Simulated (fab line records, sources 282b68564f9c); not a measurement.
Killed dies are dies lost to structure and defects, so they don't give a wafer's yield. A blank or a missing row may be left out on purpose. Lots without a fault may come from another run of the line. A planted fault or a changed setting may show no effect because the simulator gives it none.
A struck lot beside a sound one | flow rit_cmos | 15 steps out of a route of 202
Sound: wafers L524.1, L524.4, L524.5. Struck: wafers L527.1, L527.5, L527.6. The cause comes at the end.
At each step with rows: each side's tool, then ch and its chambers, then its first start. Under that, the readings that differ: sound wafers | struck wafers | difference of the means | sigmas: that difference in standard deviations of wafers without a fault.
alike: readings whose means differ by less than 2 such deviations, and words and numbers that are the same on both sides. not compared: withheld readings, readings that some wafer has no value for, bounds like >300 that may hide the same value, and numbers for which the record gives no deviation and whose values overlap.
The two part at a step that has a row with sigmas, a row that says differs or no value, or rows on one side only. Numbers that don't overlap but have no deviation are shown without sigmas and don't part them. A reading that every wafer of one side lacks parts them only if that side has two wafers or more.

RIT_GATE_THK_MEAS_07:
  sound on film_metro-02, day 3 04:46; struck on film_metro-02, day 3 16:43
  alike: GATE_OXIDE_THK
then, 1 step without rows for these wafers: RIT_GATE_CVD_08 (deposits poly-Si from SiH4, target thk 250 nm, time 2220 s).
RIT_GATE_THK_MEAS_09:
  sound on film_metro-03, day 3 07:09; struck on film_metro-01, day 3 20:05
  alike: GATE_POLY_THK
then, 6 steps without rows for these wafers: RIT_GATE_HMDS_10 (prime time 60 s); RIT_GATE_COAT_11 (resist thk 850 nm); RIT_GATE_SOFTBAKE_12 (time 60 s); RIT_GATE_EXPOSE_13 (exposes mask M6, target cd 150 nm); RIT_GATE_PEB_14; RIT_GATE_DEVELOP_15 (develop time 50 s).
RIT_GATE_CD_MEAS_16: target cd 150 nm.
  sound on cd_sem-02, day 3 08:11; struck on cd_sem-01, day 3 21:24
  alike: cd_nm
RIT_GATE_OVL_MEAS_17:
  sound on overlay-01, day 3 08:18; struck on overlay-01, day 3 21:31
  alike: GATE_OVL
then, 1 step without rows for these wafers: RIT_GATE_HARDBAKE_18 (time 60 s).
RIT_GATE_ETCH_19: etches poly-Si in SF6/CHF3/O2, stops on SiO2, time 165 s, target depth 312.5 nm.
  sound on rie_si-01 ch 0,2, day 3 08:34; struck on rie_si-01 ch 2,3, day 3 21:56
  reading                                   | sound             | struck            | difference | sigmas
  oes_product_au (a.u.)                     | 0.859 0.847 0.857 | 0.808 0.800 0.792 | -0.054     | -4
  run_length_s (s)                          | 193.1 194.5 194.0 | 209.1 209.1 209.0 | +15.2      | +31
  model.NOVOLAK_of_GATE_COAT_11.thk_nm (nm) | 668.4 670.9 670.6 | 665.4 664.4 663.1 | -5.7       |
  alike: CHF3_flow_sccm, drypump_motor_current_A, throttle_valve_pct
  not compared: rf_hours_counter_h
RIT_GATE_STRIP_20: strips in O2, time 180 s.
  sound on plasma_asher-03 ch 0,1, day 3 08:41; struck on plasma_asher-02 ch 0,1, day 3 22:03
  alike: drypump_motor_current_A
  not compared: rf_hours_counter_h
RIT_M1_PROBE_99:
  sound on prober-02, day 4 07:28; struck on prober-02, day 4 20:32
  alike: killed_at_M0_to_M3, killed_at_contacts, killed_at_front_end, killed_dies, killed_open, killed_short

WHERE THEY PART
Only at RIT_GATE_ETCH_19, within this record. Later steps at which nothing parts them and some readings are alike: RIT_GATE_STRIP_20, RIT_M1_PROBE_99.

WHY: what the simulator had put in
Process parameter drift: rie_si-01, from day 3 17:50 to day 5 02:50, at RIT_GATE_ETCH_19. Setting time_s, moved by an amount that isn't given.
